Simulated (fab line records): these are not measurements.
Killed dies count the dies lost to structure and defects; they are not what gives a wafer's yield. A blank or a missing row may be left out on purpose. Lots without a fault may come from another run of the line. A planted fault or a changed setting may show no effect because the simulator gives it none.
What tool caused it? + flow rit cmos + 14 lots, 42 wafers sampled, at 2 steps of a route of 202

== WHAT EACH GAUGE READ, for each wafer ==
RIT_WELLDRIVE_RS_MEAS_02: the measuring method here is four-point-probe.
| lot  | measured    | on            | PWELL_RS (ohm/sq) |
|------|-------------|---------------|-------------------|
| L639 | day 2 09:39 | film metro-03 | 429.1 428.7 429.3 |
| L640 | day 2 14:01 | film metro-03 | 428.3 429.9 430.5 |
| L641 | day 2 19:31 | film metro-01 | 427.9 428.7 427.7 |
| L642 | day 3 00:38 | film metro-03 | 430.2 430.1 429.4 |
| L644 | day 3 10:47 | film metro-03 | 428.8 429.1 429.9 |
| L645 | day 3 14:50 | film metro-01 | 431.1 432.3 430.0 |
| L646 | day 3 21:39 | film metro-02 | 430.2 429.0 430.0 |
| L649 | day 4 12:07 | film metro-01 | 428.4 427.5 427.1 |
| L650 | day 4 15:48 | film metro-02 | 427.7 427.5 427.5 |
| L655 | day 5 17:42 | film metro-01 | 430.1 429.6 428.8 |
| L656 | day 5 22:13 | film metro-03 | 403.7 404.7 403.7 |
| L657 | day 6 04:32 | film metro-03 | 405.3 405.6 404.9 |
| L660 | day 6 19:49 | film metro-02 | 429.0 429.8 430.5 |
| L661 | day 7 01:59 | film metro-02 | 428.9 427.9 428.8 |

== EACH LOT AND THE TOOL THAT RAN IT (in order: tool; ch and the chambers of the sampled wafers; start) ==
| lot  | RIT_PWELL_IMPLANT_08           |
|------|--------------------------------|
| L639 | implanter-01 ch 0, day 2 04:04 |
| L640 | implanter-03 ch 0, day 2 08:26 |
| L641 | implanter-01 ch 0, day 2 13:47 |
| L642 | implanter-01 ch 0, day 2 18:17 |
| L644 | implanter-01 ch 0, day 3 04:28 |
| L645 | implanter-04 ch 0, day 3 09:14 |
| L646 | implanter-03 ch 0, day 3 15:41 |
| L649 | implanter-04 ch 0, day 4 06:32 |
| L650 | implanter-01 ch 0, day 4 10:13 |
| L655 | implanter-03 ch 0, day 5 12:07 |
| L656 | implanter-03 ch 0, day 5 16:08 |
| L657 | implanter-03 ch 0, day 5 22:57 |
| L660 | implanter-04 ch 0, day 6 14:14 |
| L661 | implanter-01 ch 0, day 6 20:23 |
- RIT_PWELL_IMPLANT_08

== AS READ BY THE TOOLS THEMSELVES (means over the sampled wafers that have a number; for cases with no such wafer, the mark the record gives instead) ==
RIT_PWELL_IMPLANT_08.
| lot  | tool         | dose ions cm2 | faraday current uA |
|------|--------------|---------------|--------------------|
| L639 | implanter-01 | 7.000e+13     | 220                |
| L640 | implanter-03 | 6.993e+13     | 216                |
| L641 | implanter-01 | 7.003e+13     | 225                |
| L642 | implanter-01 | 6.991e+13     | 220                |
| L644 | implanter-01 | 7.002e+13     | 217                |
| L645 | implanter-04 | 6.995e+13     | 221                |
| L646 | implanter-03 | 7.006e+13     | 221                |
| L649 | implanter-04 | 6.997e+13     | 220                |
| L650 | implanter-01 | 7.001e+13     | 222                |
| L655 | implanter-03 | 7.001e+13     | 222                |
| L656 | implanter-03 | 7.706e+13     | 242                |
| L657 | implanter-03 | 7.718e+13     | 243                |
| L660 | implanter-04 | 7.008e+13     | 219                |
| L661 | implanter-01 | 7.000e+13     | 224                |

== THE ANSWER, worked out from the rows above alone ==
Rule: usual is defined by the lots themselves. The widest of any qualifying gaps counts: lots, ordered by their means at a reading, are off when they make up no more than a third of the lots, leave a main group of 4 or more, and stand apart from it by 3 or more times the standard deviation of that group's means. A main group whose means are all the same, to the digits that the tables above print for the reading, isn't used. Also off: a lot with no number at a reading for which 4 or more lots have one. The other lots that the step has rows for count as sound. The gauges are gone through in route order, then the tools' own readings, and for those a lot's mean is taken as printed above. The first step at which some lot is off is used, and at that step the reading that is off furthest; a lot without a number counts as furthest.
Off: L656, L657, seen at RIT_WELLDRIVE_RS_MEAS_02 (PWELL_RS). For the main group the mean is 429.1 ohm/sq and the standard deviation 0.99.
If a tool, at a process step before that reading, ran all the lots that are off and no sound lot after the first of them, it fits. Not tried: the gauges at RIT_WELLDRIVE_RS_MEAS_02; whatever is off there is also off at RIT_PWELL_IMPLANT_08, on other tools, and gauge error can't account for it. One fits: implanter-03 at RIT_PWELL_IMPLANT_08. A fault onset in the window from L655 (day 5 12:07, its last sound lot) to L656 (day 5 16:08, its first lot off) fits.
The tool's own readings at RIT_PWELL_IMPLANT_08 bear it out: on the lots that are off they differ by more than 5 times the standard deviation of the sound lots' means. dose ions cm2 reads 7.712e+13 there against 7.000e+13 on the sound lots; faraday current uA reads 242 there against 221 on the sound lots.

== WHAT WAS PUT IN BY THE SIMULATOR ==
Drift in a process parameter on implanter-03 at RIT_PWELL_IMPLANT_08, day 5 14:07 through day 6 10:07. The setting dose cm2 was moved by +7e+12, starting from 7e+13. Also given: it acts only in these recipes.
Shown lots that were struck: L656, L657. The rule above found the same.
